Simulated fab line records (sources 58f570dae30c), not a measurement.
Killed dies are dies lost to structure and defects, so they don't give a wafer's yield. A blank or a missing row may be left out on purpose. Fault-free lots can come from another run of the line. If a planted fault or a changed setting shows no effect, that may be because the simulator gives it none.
Tool commonality check    flow berkeleyCmos170    Sampled: 15 lots, 45 wafers

## WHY IT WAS OPENED
At UCB170_PWELL_THK_MEAS_03 the reading PWELL_OXIDE_THK is flagged on 3 of 15 lots. Fault-free wafers read 26.5 nm, with a standard deviation of 0.5.
Rule: a lot gets a flag if all its wafers with a number sit over 4 standard deviations from that mean, or if no wafer of it has a number. As for the other lots, they are considered sound.

lot   measured     on            PWELL_OXIDE_THK (nm), wafer by wafer  flag
L716  day 2 19:14  filmMetro-02  27.1 27.6 27.5                        
L715  day 2 19:15  filmMetro-03  26.6 26.2 26.6                        
L717  day 3 07:34  filmMetro-01  29.7 29.9 30.1                        FLAGGED
L719  day 3 07:34  filmMetro-02  30.2 30.2 30.1                        FLAGGED
L718  day 3 07:35  filmMetro-03  30.0 29.2 29.0                        FLAGGED
L720  day 3 13:04  filmMetro-02  26.1 26.2 26.2                        
L721  day 3 21:56  filmMetro-01  27.0 26.9 26.5                        
L730  day 5 21:06  filmMetro-03  26.8 26.8 27.2                        
L731  day 6 06:25  filmMetro-01  26.5 26.2 26.3                        
L732  day 6 12:34  filmMetro-02  26.2 26.2 26.3                        
L733  day 6 12:35  filmMetro-01  26.2 26.4 26.1                        
L734  day 6 18:41  filmMetro-02  26.5 25.8 26.1                        
L735  day 6 18:41  filmMetro-01  26.8 27.4 26.9                        
L737  day 7 01:55  filmMetro-01  26.7 26.4 26.9                        
L738  day 7 15:08  filmMetro-02  26.1 26.0 25.6                        
On average the flagged lots' numbers are 29.8 nm, which is +3.3 nm against the usual, or +7 standard deviations.

## EACH LOT AND THE TOOL IT RAN ON
The record holds 1 process step before the reading, out of a route of 331 steps. In each cell: the tool, then ch and the chambers that the sampled wafers went through, then the start.
lot   flag     UCB170_PWELL_OXIDATION_02
L716           furnace-02 ch 0, day 2 17:53
L715           furnace-02 ch 0, day 2 17:53
L717  FLAGGED  furnace-02 ch 0, day 3 06:13
L719  FLAGGED  furnace-02 ch 0, day 3 06:13
L718  FLAGGED  furnace-02 ch 0, day 3 06:13
L720           furnace-03 ch 0, day 3 11:41
L721           furnace-04 ch 0, day 3 20:35
L730           furnace-04 ch 0, day 5 19:44
L731           furnace-03 ch 0, day 6 05:04
L732           furnace-02 ch 0, day 6 11:13
L733           furnace-02 ch 0, day 6 11:13
L734           furnace-02 ch 0, day 6 17:19
L735           furnace-02 ch 0, day 6 17:19
L737           furnace-03 ch 0, day 7 00:34
L738           furnace-02 ch 0, day 7 13:46
These steps, and what they do:
- UCB170_PWELL_OXIDATION_02: target thk 26.4 nm, ox time 1260 s.
- UCB170_PWELL_THK_MEAS_03

## FLAGGED OVER TOTAL, TOOL BY TOOL (the gauges that took the reading come last)
step                       tool          lots run  flagged  share of the flagged lots  sound lots run after its first flagged lot
UCB170_PWELL_OXIDATION_02  furnace-02    10        3        all                        5 (L732,L733,L734,L735,L738)
UCB170_PWELL_OXIDATION_02  furnace-03    3         0        none                       -
UCB170_PWELL_OXIDATION_02  furnace-04    2         0        none                       -
UCB170_PWELL_THK_MEAS_03   filmMetro-01  6         1        some                       5 (L721,L731,L733,L735,L737)
UCB170_PWELL_THK_MEAS_03   filmMetro-02  6         1        some                       4 (L720,L732,L734,L738)
UCB170_PWELL_THK_MEAS_03   filmMetro-03  3         1        some                       1 (L730)

## WHAT THE TABLE PERMITS
Rows of the table that ran each flagged lot: 1, that is furnace-02 at UCB170_PWELL_OXIDATION_02.
- furnace-02 at UCB170_PWELL_OXIDATION_02 ran 10 lots, 3 of them flagged. After the first flagged lot (L732, L733, L734, L735, L738), sound lots still ran on it; a lasting fault on the whole tool would not permit that.
No row of the table ran every flagged lot and no sound lot after the first.

## WHAT THE SIMULATOR HAD PUT IN
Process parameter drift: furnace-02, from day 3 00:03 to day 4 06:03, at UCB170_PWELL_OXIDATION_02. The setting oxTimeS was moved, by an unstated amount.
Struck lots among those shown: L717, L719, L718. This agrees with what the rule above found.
